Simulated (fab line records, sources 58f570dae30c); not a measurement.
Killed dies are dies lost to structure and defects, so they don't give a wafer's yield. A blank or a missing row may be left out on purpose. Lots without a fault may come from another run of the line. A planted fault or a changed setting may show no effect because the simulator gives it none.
fab line records | flow berkeley_cmos170 | part 1 of 2: steps 1 to 33 of 41
record lots=5 wafers=15 last_day=13
route steps=331 shown SILICIDE@214 CONTACT@216 M1@238 V1@254
lots that met no fault: from a run of the same line without faults
start_h: hours from the record's first day to the start of the lot's first wafer shown | wait_h: hours since the lot's step before | " the same as in the row above | L1.1+2: a row that stands for several wafers | - no value, or no start given | * or withheld: withheld | < > ~ a bound
route shown NAME@n: a module of which the file shows steps, and the number in the route of the first | usual: mean/standard deviation of fault-free wafers | same: alike in all rows | chamber/n: place in a boat | sites: the reading at each site | _std_site: their standard deviation | _edge_site: outer sites' mean less inner sites' | radius_mm: how far each site lies from the wafer's centre | mask NAME#n: copy n | behind: the tool/chamber that last shaped the wafer | hold: why the lot was held/for how many hours/how that ended | device: the transistor (n, p or np) that didn't switch | end of line: the same wafers' tests at the end of the route | a step without rows: its recipe alone | killed: dies lost to structure and defects at the first sort, not the wafer's yield | map: a wafer's dies, x killed, . not, _ none there
set.NAME: the setting as run; set.NAME@STEP: as run at that earlier step | model.NAME: the simulator's own value behind a step, which no gauge read
lots at some steps of the route; a table a step, a row a wafer
services: from which hour (start_h, from the record's first day; less than 0 if before it) a tool's chamber was out of use, for how many hours, and why
## steps
# step UCB170_SILICIDE_RTA_04
# recipe temp_c=650 time_s=15 ambient=N2
# usual lamp_power_pct=9.7/0.83 wafer_temp_C_max=652.1/0.5
# same time_s=15
# columns lot.wafer tool chamber start_h wait_h lamp_power_pct wafer_temp_C_max
L075.2 rtp_anneal-02 0 191.44 0.1 10.4 652.1
L075.3 " 0 " " 10.4 651.7
L075.5 " 0 " " 10.4 651.5
L079.1 rtp_anneal-02 0 209.55 0.1 10.4 652.1
L079.2 " 0 " " 10.4 651.6
L079.3 " 0 " " 10.4 652.3
L091.2 rtp_anneal-02 0 251.06 0.1 10.4 652.5
L091.3 " 0 " " 10.4 652.0
L091.4 " 0 " " 10.4 653.1
L092.1 rtp_anneal-02 0 280.96 0.1 10.4 652.6
L092.2 " 0 " " 10.4 652.3
L092.3 " 0 " " 10.4 652.2
L096.3 rtp_anneal-01 0 281.01 0.1 8.8 652.4
L096.4 " 0 " " 8.7 652.2
L096.6 " 0 " " 8.7 651.7
# step UCB170_SILICIDE_WET_ETCH_05
# recipe chemistry=SPM time_s=45 temp_c=120 target=Ti
# same time_s=45
# columns lot.wafer tool chamber start_h wait_h
L075.2+3+5 wet_bench-02 0 191.57 0.1
L079.1+2+3 wet_bench-02 0 209.70 0.1
L091.2+3+4 wet_bench-02 0 251.12 0.1
L092.1+2+3 wet_bench-02 3 281.04 0.1
L096.3+4+6 wet_bench-02 2 281.06 0.0
# step UCB170_CONTACT_CLEAN_00
# recipe chemistry=SPM temp_c=120 time_s=600
# same time_s=600
# columns lot.wafer tool chamber start_h wait_h
L075.2+3+5 wet_bench-02 1 191.59 0.0
L079.1+2+3 wet_bench-01 3 209.72 0.0
L091.2+3+4 wet_bench-02 1 251.15 0.0
L092.1+2+3 wet_bench-01 0 281.06 0.0
L096.3+4+6 wet_bench-02 3 281.08 0.0
# step UCB170_CONTACT_CVD_01
# recipe material=PSG target_thk_nm=700 temp_c=450 precursor=SiH4/O2/PH3 time_s=2820 pressure_mtorr=300 sih4_flow_sccm=60 o2_flow_sccm=90 ph3_flow_sccm=25
# same time_s=2820
# columns lot.wafer tool chamber start_h wait_h
L075.2+3+5 lpcvd-01 0 191.76 0.0
L079.1+2+3 lpcvd-01 1 210.83 0.9
L091.2+3+4 lpcvd-02 0 253.46 2.1
L092.1+2+3 lpcvd-02 1 281.86 0.6
L096.3+4+6 lpcvd-02 1 281.86 0.6
# step UCB170_CONTACT_THK_MEAS_02
# recipe reads=PSG_of_CONTACT_CVD_01
# usual CONTACT_PSG_THK=703/6.6
# columns lot.wafer tool chamber start_h wait_h CONTACT_PSG_THK[nm]
L075.2 film_metro-04 - 193.56 0.0 697
L075.3 " - " " 695
L075.5 " - " " 693
L079.1 film_metro-04 - 212.62 0.0 712
L079.2 " - " " 711
L079.3 " - " " 711
L091.2 film_metro-03 - 255.25 0.0 700
L091.3 " - " " 702
L091.4 " - " " 702
L092.1 film_metro-04 - 283.64 0.0 695
L092.2 " - " " 697
L092.3 " - " " 697
L096.3 film_metro-01 - 283.66 0.0 715
L096.4 " - " " 709
L096.6 " - " " 713
# step UCB170_CONTACT_HMDS_03
# recipe prime_time_s=60 prime_temp_c=100
# columns lot.wafer tool chamber start_h wait_h
L075.2+3+5 litho_track-02 0 193.63 0.1
L079.1+2+3 litho_track-02 0 212.71 0.1
L091.2+3+4 litho_track-03 0 255.33 0.1
L092.1+2+3 litho_track-02 0 283.82 0.2
L096.3+4+6 litho_track-03 0 283.93 0.3
# step UCB170_CONTACT_COAT_04
# recipe resist=KrF spin_rpm=1500 resist_thk_nm=900
# columns lot.wafer tool chamber start_h wait_h
L075.2+3+5 litho_track-02 0 193.78 0.1
L079.1+2+3 litho_track-02 0 212.86 0.1
L091.2+3+4 litho_track-03 0 255.48 0.1
L092.1+2+3 litho_track-02 0 283.97 0.1
L096.3+4+6 litho_track-03 0 284.08 0.1
# step UCB170_CONTACT_SOFTBAKE_05
# recipe resist=KrF temp_c=130 time_s=60
# same time_s=60
# columns lot.wafer tool chamber start_h wait_h
L075.2+3+5 litho_track-02 0 193.93 0.1
L079.1+2+3 litho_track-02 0 213.01 0.1
L091.2+3+4 litho_track-03 0 255.63 0.1
L092.1+2+3 litho_track-02 0 284.12 0.1
L096.3+4+6 litho_track-03 0 284.23 0.1
# step UCB170_CONTACT_STRIP_06
# recipe chemistry=O2 power_w=400 pressure_mtorr=3500 platen_temp_c=withheld o2_flow_sccm=400 overash_fraction=0.5
# usual drypump_motor_current_A=5.6/0.39 oes_product_au=0.735/0.0046 strip_time_to_endpoint_s=21.99/0.065
# columns lot.wafer tool chamber start_h wait_h drypump_motor_current_A oes_product_au rf_hours_counter_h strip_time_to_endpoint_s
L075.2 plasma_asher-02 0 194.06 0.1 5.0 0.734 8 21.88
L075.3 " 1 " " 5.8 0.741 - 21.96
L075.5 " 0 " " 5.0 0.741 - 21.97
L079.1 plasma_asher-04 0 213.16 0.1 5.4 0.738 43 22.02
L079.2 " 1 " " 5.6 0.737 43 21.98
L079.3 " 1 " " 5.7 0.738 - 21.98
L091.2 plasma_asher-04 0 255.75 0.1 5.4 0.727 46 22.15
L091.3 " 1 " " 5.6 0.735 - 22.12
L091.4 " 0 " " 5.4 0.727 - 22.07
L092.1 plasma_asher-02 1 284.27 0.1 5.8 0.733 18 21.96
L092.2 " 0 " " 5.0 0.731 18 21.97
L092.3 " 0 " " 5.0 0.727 - 22.02
L096.3 plasma_asher-01 0 284.36 0.1 6.1 0.742 - 22.04
L096.4 " 1 " " 6.0 0.733 - 22.07
L096.6 " 1 " " 6.0 0.742 - 22.05
# step UCB170_CONTACT_CLEAN_07
# recipe chemistry=SPM temp_c=120 time_s=600
# same time_s=600
# columns lot.wafer tool chamber start_h wait_h
L075.2+3+5 wet_bench-01 2 194.16 0.1
L079.1+2+3 wet_bench-04 0 213.26 0.1
L091.2+3+4 wet_bench-01 0 255.98 0.2
L092.1+2+3 wet_bench-02 3 284.37 0.1
L096.3+4+6 wet_bench-02 0 284.55 0.2
# step UCB170_CONTACT_RTA_08
# recipe temp_c=900 time_s=10 ambient=N2
# usual lamp_power_pct=22.2/2 wafer_temp_C_max=903.0/0.65
# same time_s=10
# columns lot.wafer tool chamber start_h wait_h lamp_power_pct wafer_temp_C_max
L075.2 rtp_anneal-01 0 194.34 0.0 20.4 902.3
L075.3 " 0 " " 20.4 902.9
L075.5 " 0 " " 20.4 901.9
L079.1 rtp_anneal-02 0 213.44 0.0 24.3 902.2
L079.2 " 0 " " 24.3 902.5
L079.3 " 0 " " 24.4 903.0
L091.2 rtp_anneal-02 0 256.16 0.0 24.3 903.3
L091.3 " 0 " " 24.3 902.9
L091.4 " 0 " " 24.3 903.7
L092.1 rtp_anneal-02 0 284.55 0.0 24.3 904.3
L092.2 " 0 " " 24.4 903.6
L092.3 " 0 " " 24.3 903.7
L096.3 rtp_anneal-01 0 284.74 0.0 20.4 903.3
L096.4 " 0 " " 20.4 904.5
L096.6 " 0 " " 20.4 902.3
# step UCB170_CONTACT_COAT_09
# recipe resist=BARC temp_c=withheld time_s=withheld spin_rpm=3000 resist_thk_nm=withheld
# columns lot.wafer tool chamber start_h wait_h
L075.2+3+5 litho_track-01 0 194.42 0.1
L079.1+2+3 litho_track-02 0 213.57 0.1
L091.2+3+4 litho_track-03 0 256.26 0.1
L092.1+2+3 litho_track-01 0 284.95 0.4
L096.3+4+6 litho_track-02 0 285.04 0.3
# step UCB170_CONTACT_COAT_10
# recipe resist=KrF spin_rpm=1500 resist_thk_nm=900
# columns lot.wafer tool chamber start_h wait_h
L075.2+3+5 litho_track-01 0 - -
L079.1+2+3 litho_track-02 0 - -
L091.2+3+4 litho_track-03 0 - -
L092.1+2+3 litho_track-01 0 - -
L096.3+4+6 litho_track-02 0 - -
# step UCB170_CONTACT_SOFTBAKE_11
# recipe resist=KrF temp_c=130 time_s=60
# same time_s=60
# columns lot.wafer tool chamber start_h wait_h
L075.2+3+5 litho_track-01 0 - -
L079.1+2+3 litho_track-02 0 - -
L091.2+3+4 litho_track-03 0 - -
L092.1+2+3 litho_track-01 0 - -
L096.3+4+6 litho_track-02 0 - -
# step UCB170_CONTACT_EXPOSE_12
# recipe mask_id=CONT target_cd_nm=700 na=0.5 sigma_outer=0.6 source_shape=conventional dose_mj=35
# columns lot.wafer tool chamber start_h wait_h mask
L075.2+3+5 krf_scanner-01 0 194.99 - CONT#0
L079.1+2+3 krf_scanner-02 0 214.37 - CONT#0
L091.2+3+4 krf_scanner-02 0 256.74 - CONT#0
L092.1+2+3 krf_scanner-01 0 285.52 - CONT#0
L096.3+4+6 krf_scanner-02 0 285.81 - CONT#0
# step UCB170_CONTACT_PEB_13
# recipe peb_temp_c=130 peb_time_s=withheld resist=KrF
# columns lot.wafer tool chamber start_h wait_h
L075.2+3+5 litho_track-03 0 195.11 0.1
L079.1+2+3 litho_track-02 0 214.49 0.1
L091.2+3+4 litho_track-02 0 256.86 0.1
L092.1+2+3 litho_track-01 0 285.85 0.3
L096.3+4+6 litho_track-03 0 286.09 0.3
# step UCB170_CONTACT_DEVELOP_14
# recipe developer=TMAH develop_time_s=45 resist=KrF dev_temp_c=21
# columns lot.wafer tool chamber start_h wait_h
L075.2+3+5 litho_track-03 0 - -
L079.1+2+3 litho_track-02 0 - -
L091.2+3+4 litho_track-02 0 - -
L092.1+2+3 litho_track-01 0 - -
L096.3+4+6 litho_track-03 0 - -
# step UCB170_CONTACT_CD_MEAS_15
# recipe target_cd_nm=700
# usual cd_nm=699.9/1.7
# columns lot.wafer tool chamber start_h wait_h cd_nm
L075.2 cd_sem-01 - 195.38 - 699.3
L075.3 " - " " 699.6
L075.5 " - " " 700.7
L079.1 cd_sem-01 - 214.76 - 700.2
L079.2 " - " " 700.2
L079.3 " - " " 699.3
L091.2 cd_sem-02 - 257.13 - 699.7
L091.3 " - " " 700.7
L091.4 " - " " 700.0
L092.1 cd_sem-01 - 286.12 - 698.5
L092.2 " - " " 699.3
L092.3 " - " " 698.2
L096.3 cd_sem-02 - 286.35 - 702.2
L096.4 " - " " 701.9
L096.6 " - " " 702.0
# step UCB170_CONTACT_OVL_MEAS_16
# usual CONTACT_OVL=0/5.7
# columns lot.wafer tool chamber start_h wait_h CONTACT_OVL[nm]
L075.2 overlay-02 - 195.49 0.1 -9
L075.3 " - " " -10
L075.5 " - " " -14
L079.1 overlay-01 - 214.88 0.1 -1
L079.2 " - " " -2
L079.3 " - " " 2
L091.2 overlay-02 - 257.24 0.1 1
L091.3 " - " " 4
L091.4 " - " " -2
L092.1 overlay-01 - 286.24 0.1 8
L092.2 " - " " 0
L092.3 " - " " 3
L096.3 overlay-02 - 286.45 0.1 -6
L096.4 " - " " -1
L096.6 " - " " 6
# step UCB170_CONTACT_ETCH_17
# recipe chemistry=N2/H2 target_depth_a=withheld overetch_a=withheld target=BARC time_s=withheld source_w=500 bias_w=100 pressure_mtorr=30 n2_flow_sccm=100 h2_flow_sccm=200
# usual drypump_motor_current_A=5.9/0.4 h2_flow_sccm=200.0/0.59 oes_product_au=0.998/0.022 throttle_valve_pct=13.31/0.2
# columns lot.wafer tool chamber start_h wait_h drypump_motor_current_A h2_flow_sccm oes_product_au throttle_valve_pct
L075.2 rie_diel-04 1 195.52 0.0 5.9 201.2 1.011 13.57
L075.3 " 3 " " 5.6 200.2 1.021 13.37
L075.5 " 2 " " 6.5 199.2 0.984 12.97
L079.1 rie_diel-04 3 214.92 0.0 5.6 200.5 1.019 13.38
L079.2 " 1 " " 5.9 199.0 1.015 13.56
L079.3 " 0 " " 6.3 200.8 0.984 13.28
L091.2 rie_diel-04 3 257.27 0.0 5.6 200.1 1.031 13.38
L091.3 " 2 " " 6.5 199.9 0.990 12.95
L091.4 " 0 " " 6.4 199.9 0.973 13.29
L092.1 rie_diel-01 1 286.28 0.0 5.8 199.9 0.995 13.53
L092.2 " 3 " " 5.6 199.8 0.981 13.38
L092.3 " 2 " " 5.5 199.2 0.971 13.04
L096.3 rie_diel-04 3 286.47 0.0 5.6 200.7 1.024 13.37
L096.4 " 1 " " 5.9 199.5 1.032 13.56
L096.6 " 2 " " 6.5 199.2 0.983 12.96
# step UCB170_CONTACT_ETCH_18
# recipe chemistry=CHF3/CF4/Ar target=PSG stop_on=TiSi2 CHF3_flow_sccm=45 cf4_flow_sccm=15 Ar_flow_sccm=150 pressure_mtorr=200 rf_w=700 target_depth_a=8400 over_etch_frac=0.2 time_s=195
# usual cf4_flow_sccm=15.00/0.046 drypump_motor_current_A=5.9/0.4 oes_product_au=0.889/0.014 throttle_valve_pct=6.92/0.12
# same time_s=195
# columns lot.wafer tool chamber start_h wait_h cf4_flow_sccm drypump_motor_current_A oes_product_au rf_hours_counter_h throttle_valve_pct
L075.2 rie_diel-04 1 - - 14.93 5.9 0.894 58 7.05
L075.3 " 3 " " 14.97 5.6 0.902 17 6.90
L075.5 " 2 " " 15.01 6.5 0.875 - 6.76
L079.1 rie_diel-04 3 - - 15.02 5.7 0.905 18 6.90
L079.2 " 1 " " 15.02 5.9 0.908 59 7.07
L079.3 " 0 " " 15.01 6.4 0.893 1 6.89
L091.2 rie_diel-04 3 - - 15.08 5.7 0.903 20 6.90
L091.3 " 2 " " 15.07 6.5 0.879 20 6.77
L091.4 " 0 " " 14.95 6.4 0.885 2 6.88
L092.1 rie_diel-01 1 - - 15.03 5.8 0.884 52 7.10
L092.2 " 3 " " 15.06 5.6 0.873 0 7.04
L092.3 " 2 " " 15.02 5.5 0.871 55 6.70
L096.3 rie_diel-04 3 - - 14.98 5.7 0.922 21 6.90
L096.4 " 1 " " 15.01 5.9 0.918 62 7.06
L096.6 " 2 " " 15.02 6.5 0.892 - 6.77
# step UCB170_CONTACT_STRIP_19
# recipe chemistry=O2 power_w=400 pressure_mtorr=3500 platen_temp_c=withheld o2_flow_sccm=400 overash_fraction=0.5
# usual drypump_motor_current_A=5.6/0.37 oes_product_au=0.725/0.0045
# columns lot.wafer tool chamber start_h wait_h drypump_motor_current_A oes_product_au rf_hours_counter_h
L075.2 plasma_asher-01 0 195.69 - 6.1 0.729 45
L075.3 " 1 " " 6.0 0.724 -
L075.5 " 1 " " 6.0 0.722 -
L079.1 plasma_asher-04 1 215.08 - 5.7 0.728 43
L079.2 " 0 " " 5.4 0.713 43
L079.3 " 0 " " 5.4 0.735 -
L091.2 plasma_asher-01 1 257.43 - 6.0 0.727 52
L091.3 " 1 " " 6.0 0.722 -
L091.4 " 0 " " 6.1 0.725 -
L092.1 plasma_asher-01 1 286.45 - 6.0 0.728 55
L092.2 " 0 " " 6.1 0.733 55
L092.3 " 1 " " 6.0 0.724 -
L096.3 plasma_asher-04 0 286.67 - 5.4 0.719 -
L096.4 " 1 " " 5.7 0.716 -
L096.6 " 0 " " 5.4 0.734 -
# step UCB170_CONTACT_CD_MEAS_90
# recipe target_cd_nm=700
# usual cd_nm=700.2/2
# columns lot.wafer tool chamber start_h wait_h cd_nm
L075.2 cd_sem-01 - 195.81 0.1 700.0
L075.3 " - " " 700.9
L075.5 " - " " 701.1
L079.1 cd_sem-02 - 215.18 0.1 701.3
L079.2 " - " " 700.5
L079.3 " - " " 699.1
L091.2 cd_sem-02 - 257.55 0.1 701.6
L091.3 " - " " 700.4
L091.4 " - " " 700.7
L092.1 cd_sem-01 - 286.55 0.1 699.1
L092.2 " - " " 699.4
L092.3 " - " " 697.0
L096.3 cd_sem-01 - 286.78 0.1 703.1
L096.4 " - " " 703.8
L096.6 " - " " 701.9
# step UCB170_CONTACT_CLEAN_20
# recipe chemistry=SPM temp_c=120 time_s=600
# same time_s=600
# columns lot.wafer tool chamber start_h wait_h
L075.2+3+5 wet_bench-02 3 195.91 0.1
L079.1+2+3 wet_bench-02 0 215.30 0.1
L091.2+3+4 wet_bench-02 3 258.04 0.5
L092.1+2+3 wet_bench-02 1 286.67 0.1
L096.3+4+6 wet_bench-02 0 286.86 0.1
# step UCB170_M1_SPUTTER_00
# recipe material=Al target_thk_nm=600 time_s=80 power_w=6000 chamber_pressure_pa=0.5
# usual throttle_valve_pct=29.9/0.7
# same time_s=80
# columns lot.wafer tool chamber start_h wait_h throttle_valve_pct
L075.2 pvd_sputter-01 - 196.08 0.0 29.3
L075.3 " - " " 28.3
L075.5 " - " " 28.2
L079.1 pvd_sputter-01 - 215.48 0.0 30.2
L079.2 " - " " 29.2
L079.3 " - " " 29.2
L091.2 pvd_sputter-02 - 258.23 0.0 30.7
L091.3 " - " " 30.2
L091.4 " - " " 29.2
L092.1 pvd_sputter-02 - 286.84 0.0 30.8
L092.2 " - " " 31.0
L092.3 " - " " 30.3
L096.3 pvd_sputter-04 - 287.03 0.0 30.8
L096.4 " - " " 29.5
L096.6 " - " " 29.6
# step UCB170_M1_RS_MEAS_01
# recipe thk_meas_gauge=four-point-probe reads=Al_of_M1_SPUTTER_00
# usual M1_AL_RS=0.0482/0.00053
# columns lot.wafer tool chamber start_h wait_h M1_AL_RS[ohm/sq]
L075.2 film_metro-04 - 196.16 0.1 0.0485
L075.3 " - " " 0.0484
L075.5 " - " " 0.0489
L079.1 film_metro-01 - 215.54 0.0 0.0482
L079.2 " - " " 0.0492
L079.3 " - " " 0.0485
L091.2 film_metro-01 - 258.31 0.1 0.0473
L091.3 " - " " 0.0480
L091.4 " - " " 0.0476
L092.1 film_metro-02 - 286.90 0.0 0.0479
L092.2 " - " " 0.0482
L092.3 " - " " 0.0483
L096.3 film_metro-01 - 287.13 0.1 0.0477
L096.4 " - " " 0.0478
L096.6 " - " " 0.0487
# step UCB170_M1_THK_MEAS_02
# recipe thk_meas_gauge=xrf reads=Al_of_M1_SPUTTER_00
# usual M1_AL_THK=606/8
# columns lot.wafer tool chamber start_h wait_h M1_AL_THK[nm]
L075.2 film_metro-04 - 196.27 0.1 603
L075.3 " - " " 602
L075.5 " - " " 606
L079.1 film_metro-01 - 215.66 0.1 597
L079.2 " - " " 582
L079.3 " - " " 595
L091.2 film_metro-01 - 258.42 0.1 615
L091.3 " - " " 600
L091.4 " - " " 613
L092.1 film_metro-02 - 287.02 0.1 614
L092.2 " - " " 609
L092.3 " - " " 607
L096.3 film_metro-01 - 287.23 0.1 607
L096.4 " - " " 605
L096.6 " - " " 596
# step UCB170_M1_COAT_03
# recipe resist=BARC temp_c=withheld time_s=withheld spin_rpm=3000 resist_thk_nm=withheld
# columns lot.wafer tool chamber start_h wait_h
L075.2+3+5 litho_track-04 0 196.35 0.1
L079.1+2+3 litho_track-03 0 215.72 0.1
L091.2+3+4 litho_track-04 0 259.32 0.9
L092.1+2+3 litho_track-04 0 287.08 0.1
L096.3+4+6 litho_track-03 0 287.32 0.1
# step UCB170_M1_COAT_04
# recipe resist=KrF spin_rpm=1500 resist_thk_nm=900
# columns lot.wafer tool chamber start_h wait_h
L075.2+3+5 litho_track-04 0 - -
L079.1+2+3 litho_track-03 0 - -
L091.2+3+4 litho_track-04 0 - -
L092.1+2+3 litho_track-04 0 - -
L096.3+4+6 litho_track-03 0 - -
# step UCB170_M1_SOFTBAKE_05
# recipe resist=KrF temp_c=130 time_s=60
# same time_s=60
# columns lot.wafer tool chamber start_h wait_h
L075.2+3+5 litho_track-04 0 - -
L079.1+2+3 litho_track-03 0 - -
L091.2+3+4 litho_track-04 0 - -
L092.1+2+3 litho_track-04 0 - -
L096.3+4+6 litho_track-03 0 - -
# step UCB170_M1_EXPOSE_06
# recipe mask_id=METAL1 target_cd_nm=700 na=0.5 sigma_outer=0.6 source_shape=conventional dose_mj=21
# columns lot.wafer tool chamber start_h wait_h mask
L075.2+3+5 krf_scanner-02 0 196.79 - METAL1#0
L079.1+2+3 krf_scanner-02 0 216.30 - METAL1#0
L091.2+3+4 krf_scanner-02 0 259.95 - METAL1#0
L092.1+2+3 krf_scanner-01 0 287.66 - METAL1#0
L096.3+4+6 krf_scanner-02 0 287.94 - METAL1#0
# step UCB170_M1_PEB_07
# recipe peb_temp_c=130 peb_time_s=withheld resist=KrF
# columns lot.wafer tool chamber start_h wait_h
L075.2+3+5 litho_track-03 0 197.13 0.3
L079.1+2+3 litho_track-03 0 216.41 0.1
L091.2+3+4 litho_track-03 0 260.43 0.5
L092.1+2+3 litho_track-01 0 287.90 0.2
L096.3+4+6 litho_track-04 0 288.13 0.2
# step UCB170_M1_DEVELOP_08
# recipe developer=TMAH develop_time_s=45 resist=KrF dev_temp_c=21
# columns lot.wafer tool chamber start_h wait_h
L075.2+3+5 litho_track-03 0 - -
L079.1+2+3 litho_track-03 0 - -
L091.2+3+4 litho_track-03 0 - -
L092.1+2+3 litho_track-01 0 - -
L096.3+4+6 litho_track-04 0 - -
